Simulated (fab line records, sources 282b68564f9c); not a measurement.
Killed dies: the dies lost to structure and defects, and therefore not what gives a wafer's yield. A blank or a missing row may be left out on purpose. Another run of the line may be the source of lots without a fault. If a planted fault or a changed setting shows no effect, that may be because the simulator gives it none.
fab line records    flow rit_cmos
[record] lots = 14  wafers = 42  last_day = 7
route steps=202 shown NRETRO@58 PLDD@123 PSD@148
lots that met no fault: taken from a fault-free run of the same line
start_h: the number of hours between the record's first day and the start of the first shown wafer of the lot    wait_h: hours elapsed since this lot's preceding step    " unchanged from the row above    L1.1+2: a row that stands for several wafers    - value missing, or start not given    * or withheld: withheld    < > ~ a bound
route shown NAME@n: NAME is a module with steps in the file, n the number in the route of the first one    usual: mean/standard deviation of fault-free wafers    same: alike in all rows    chamber/n: place in a boat    sites: each site's reading    _std_site: standard deviation of those values    _edge_site: outer sites' mean less inner sites'    radius_mm: how far each site lies from the wafer's centre    mask NAME#n: copy n    behind: the most recent tool/chamber to have shaped the wafer    hold: cause of the lot's hold/its duration in hours/its outcome    device: the transistor (n, p or np) that didn't switch    end of line: the tests these same wafers got at the end of their route    a step given without rows: its recipe and nothing more    killed: dies that structure and defects cost at the first sort, which is not the same as the wafer's yield    map: shows each die of a wafer: x if killed, . if not, _ if none is there
set.NAME: setting as actually run; set.NAME@STEP: the setting as run at that earlier step    model.NAME: the simulator's own value behind a step, which no gauge read
one table for each step of the route and one row for each wafer, over a sample of lots
services: from which hour (start_h, from the record's first day; less than 0 if before it) a tool's chamber was out of use, for how many hours, and why
[[steps]]
[step RIT_NRETRO_DEVELOP_05]
[recipe] resist = NOVOLAK  develop_time_s = 68  dev_temp_c = 23
[usual] chill_plate_temp_C = 23.00/0.11  develop_time_s = 68/0  exhaust_pa = 45.1/1
lot.wafer  tool            chamber  start_h  wait_h  chill_plate_temp_C  develop_time_s  exhaust_pa
L130.2     litho_track-02  0        34       -       22.97               68              45.8
L130.3     "               0        "        "       22.85               68              45.5
L130.4     "               0        "        "       22.89               68              45.3
L131.2     litho_track-02  0        39       -       22.94               68              46.5
L131.3     "               0        "        "       23.20               68              47.3
L131.4     "               0        "        "       22.97               68              46.4
L132.1     litho_track-02  0        44       -       23.07               68              46.0
L132.2     "               0        "        "       22.89               68              45.8
L132.5     "               0        "        "       23.01               68              45.2
L134.1     litho_track-04  0        55       -       23.17               68              44.4
L134.3     "               0        "        "       22.97               68              44.5
L134.6     "               0        "        "       23.05               68              44.5
L137.3     litho_track-02  0        69       -       22.88               68              44.3
L137.4     "               0        "        "       23.02               68              46.0
L137.6     "               0        "        "       22.93               68              45.0
L138.3     litho_track-04  0        74       -       22.86               68              45.7
L138.4     "               0        "        "       22.95               68              45.6
L138.5     "               0        "        "       23.16               68              45.6
L139.2     litho_track-02  0        78       -       23.01               68              43.6
L139.4     "               0        "        "       22.95               68              44.2
L139.5     "               0        "        "       23.00               68              44.2
L143.1     litho_track-02  -        98       -       -                   -               -
L143.2     "               -        "        "       -                   -               -
L143.3     "               -        "        "       -                   -               -
L144.1     litho_track-04  -        106      -       -                   -               -
L144.3     "               -        "        "       -                   -               -
L144.4     "               -        "        "       -                   -               -
L145.4     litho_track-03  0        111      -       22.97               68              44.0
L145.5     "               0        "        "       22.88               68              44.2
L145.6     "               0        "        "       23.04               68              45.6
L147.1     litho_track-03  0        118      -       23.23               68              45.8
L147.4     "               0        119      -       23.09               68              44.8
L147.6     "               0        "        "       23.14               68              44.3
L149.4     litho_track-02  0        131      -       23.03               68              44.9
L149.5     "               0        "        "       23.06               68              45.4
L149.6     "               0        "        "       23.09               68              44.2
L151.1     litho_track-04  0        138      -       23.06               68              44.7
L151.4     "               0        "        "       23.34               68              45.4
L151.5     "               0        "        "       23.11               68              45.4
L152.2     litho_track-02  0        143      -       23.05               68              44.1
L152.3     "               0        "        "       23.02               68              45.5
L152.5     "               0        "        "       23.14               68              44.3
[step RIT_PLDD_STRIP_09]
[recipe] chemistry = O2  time_s = 180  resist = NOVOLAK  platen_temp_c = withheld  power_w = 500  pressure_mtorr = 4000  o2_flow_sccm = 4000
[usual] drypump_motor_current_A = 5.5/0.56  rf_refl_power_W = 5.5/0.99
lot.wafer  tool             chamber  start_h  wait_h  drypump_motor_current_A  rf_hours_counter_h  rf_refl_power_W
L130.2     plasma_asher-01  1        49.01    0.1     4.9                      25                  5.5
L130.3     "                1        "        "       4.9                      -                   5.5
L130.4     "                0        "        "       5.7                      -                   4.7
L131.2     plasma_asher-01  0        53.80    0.1     5.7                      26                  4.6
L131.3     "                1        "        "       4.9                      -                   5.6
L131.4     "                0        "        "       5.8                      -                   4.7
L132.1     plasma_asher-03  1        58.43    0.1     5.9                      39                  4.8
L132.2     "                0        "        "       4.9                      39                  5.8
L132.5     "                0        "        "       4.9                      -                   5.8
L134.1     plasma_asher-01  1        68.89    0.1     4.9                      27                  5.5
L134.3     "                0        "        "       5.8                      -                   4.8
L134.6     "                0        "        "       5.8                      -                   4.9
L137.3     plasma_asher-03  0        83.99    0.1     4.9                      -                   6.1
L137.4     "                1        "        "       5.9                      -                   4.4
L137.6     "                0        "        "       4.9                      -                   5.8
L138.3     plasma_asher-01  0        87.88    0.1     5.7                      -                   4.8
L138.4     "                1        "        "       4.9                      -                   5.4
L138.5     "                1        "        "       4.9                      -                   5.7
L139.2     plasma_asher-03  1        93.51    0.1     5.9                      42                  4.3
L139.4     "                0        "        "       4.9                      -                   5.9
L139.5     "                1        "        "       5.9                      -                   4.1
L143.1     plasma_asher-03  0        114.92   0.1     4.9                      45                  5.7
L143.2     "                1        "        "       5.9                      45                  4.4
L143.3     "                0        "        "       4.9                      -                   5.7
L144.1     plasma_asher-01  0        122.04   0.1     5.8                      33                  5.2
L144.3     "                0        "        "       5.7                      -                   4.9
L144.4     "                1        "        "       4.9                      -                   5.5
L145.4     plasma_asher-04  0        124.53   0.1     6.3                      -                   8.4
L145.5     "                0        "        "       6.3                      -                   8.3
L145.6     "                1        "        "       6.3                      -                   5.4
L147.1     plasma_asher-04  1        132.94   0.1     6.3                      52                  5.0
L147.4     "                1        "        "       6.3                      -                   5.1
L147.6     "                0        "        "       6.3                      -                   8.3
L149.4     plasma_asher-03  0        147.84   0.1     4.9                      -                   6.0
L149.5     "                1        "        "       5.9                      -                   4.2
L149.6     "                0        "        "       4.9                      -                   6.0
L151.1     plasma_asher-03  0        155.01   0.1     4.9                      49                  5.9
L151.4     "                0        "        "       4.9                      -                   6.0
L151.5     "                1        "        "       5.9                      -                   4.7
L152.2     plasma_asher-03  0        160.69   0.1     4.9                      50                  6.0
L152.3     "                1        "        "       5.9                      -                   4.6
L152.5     "                0        "        "       4.9                      -                   6.0
[step RIT_PSD_OVL_MEAS_06]
[usual] PSD_OVL = -0.9/1.2
lot.wafer  tool        chamber  start_h  wait_h  PSD_OVL[nm]
L130.2     overlay-01  -        54.17    -       -1.6
L130.3     "           -        "        "       -2.8
L130.4     "           -        "        "       -1.1
L131.2     overlay-02  -        58.81    -       0.6
L131.3     "           -        "        "       -0.9
L131.4     "           -        "        "       0.0
L132.1     overlay-01  -        63.58    -       -0.1
L132.2     "           -        "        "       -0.4
L132.5     "           -        "        "       -1.7
L134.1     overlay-01  -        74.26    -       -0.5
L134.3     "           -        "        "       -0.4
L134.6     "           -        "        "       -1.5
L137.3     overlay-01  -        89.16    -       0.3
L137.4     "           -        "        "       -1.9
L137.6     "           -        "        "       -1.3
L138.3     overlay-01  -        94.73    -       -3.5
L138.4     "           -        "        "       -2.2
L138.5     "           -        "        "       -2.4
L139.2     overlay-02  -        99.72    -       0.0
L139.4     "           -        "        "       -1.6
L139.5     "           -        "        "       -0.8
L143.1     overlay-02  -        120.50   -       -0.9
L143.2     "           -        "        "       -0.3
L143.3     "           -        "        "       -2.0
L144.1     overlay-01  -        127.58   -       -2.4
L144.3     "           -        "        "       -1.0
L144.4     "           -        "        "       -1.5
L145.4     overlay-02  -        129.63   -       -1.2
L145.5     "           -        "        "       -1.6
L145.6     "           -        "        "       -0.4
L147.1     overlay-01  -        138.08   -       1.1
L147.4     "           -        "        "       1.1
L147.6     "           -        "        "       -0.3
L149.4     overlay-02  -        152.95   -       1.2
L149.5     "           -        "        "       1.7
L149.6     "           -        "        "       0.9
L151.1     overlay-02  -        160.42   -       0.7
L151.4     "           -        "        "       -0.5
L151.5     "           -        "        "       -0.2
L152.2     overlay-02  -        165.73   -       0.0
L152.3     "           -        "        "       0.8
L152.5     "           -        "        "       -0.2
[step RIT_PSD_TW_MEAS_10]
[usual] PSD_TW = 3439/28
lot.wafer  tool           chamber  start_h  wait_h  PSD_TW
L130.2     film_metro-01  -        54.68    0.1     3399
L130.3     "              -        "        "       3410
L130.4     "              -        "        "       3401
L131.2     film_metro-01  -        59.33    0.1     3386
L131.3     "              -        "        "       3394
L131.4     "              -        "        "       3403
L132.1     film_metro-03  -        64.09    0.1     3432
L132.2     "              -        "        "       3472
L132.5     "              -        "        "       3459
L134.1     film_metro-03  -        74.77    0.1     3485
L134.3     "              -        "        "       3487
L134.6     "              -        "        "       3471
L137.3     film_metro-01  -        89.68    0.1     3413
L137.4     "              -        "        "       3398
L137.6     "              -        "        "       3412
L138.3     film_metro-04  -        95.25    0.1     3427
L138.4     "              -        "        "       3431
L138.5     "              -        "        "       3456
L139.2     film_metro-03  -        100.24   0.1     3486
L139.4     "              -        "        "       3466
L139.5     "              -        "        "       3491
L143.1     film_metro-04  -        121.01   0.1     3445
L143.2     "              -        "        "       3454
L143.3     "              -        "        "       3448
L144.1     film_metro-01  -        128.13   0.1     3410
L144.3     "              -        "        "       3421
L144.4     "              -        "        "       3420
L145.4     film_metro-03  -        130.16   0.1     3451
L145.5     "              -        "        "       3465
L145.6     "              -        "        "       3467
L147.1     film_metro-04  -        138.60   0.1     3449
L147.4     "              -        "        "       3448
L147.6     "              -        "        "       3456
L149.4     film_metro-03  -        153.47   0.1     3462
L149.5     "              -        "        "       3462
L149.6     "              -        "        "       3475
L151.1     film_metro-01  -        161.02   0.1     3408
L151.4     "              -        "        "       3407
L151.5     "              -        "        "       3420
L152.2     film_metro-01  -        166.24   0.1     3421
L152.3     "              -        "        "       3416
L152.5     "              -        "        "       3416
[[services]]
tool             chamber  start_h  hours  kind
plasma_asher-01  -        14.71    0.3    repair
plasma_asher-04  -        21.50    2.6    repair
plasma_asher-01  -        98.37    0.4    repair
plasma_asher-01  -        103.03   2.8    pm
plasma_asher-04  -        125.04   2.2    repair
[[key]]
[first_sign] step = RIT_NRETRO_DEVELOP_05  reading = tool_record  direction = missing
effect none on later readings
met_at RIT_NRETRO_DEVELOP_05
struck_lots L143,L144
sort_left_out L143.1,L143.2,L143.3,L144.1,L144.3,L144.4
tester_left_out L143,L144
not_acting_at RIT_PLDD_STRIP_09,RIT_PSD_OVL_MEAS_06,RIT_PSD_TW_MEAS_10
onset_between 78 98
[fault] kind = skipped_step_whole  tool = litho_track-02,litho_track-04  chamber = -  onset_h = 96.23  steps = RIT_NRETRO_DEVELOP_05  scope = struck_lots_only
// tester_left_out: of these lots the tester's yield and bins aren't shown, on N5 and GAA mostly nor the transistor test; their killed dies are dies lost to structure and defects alone, not to doping, threshold or leakage, so they don't give the yield
// sort_left_out: the simulated sort isn't trusted on such a fault, so these wafers' sort isn't shown, and their yield isn't known
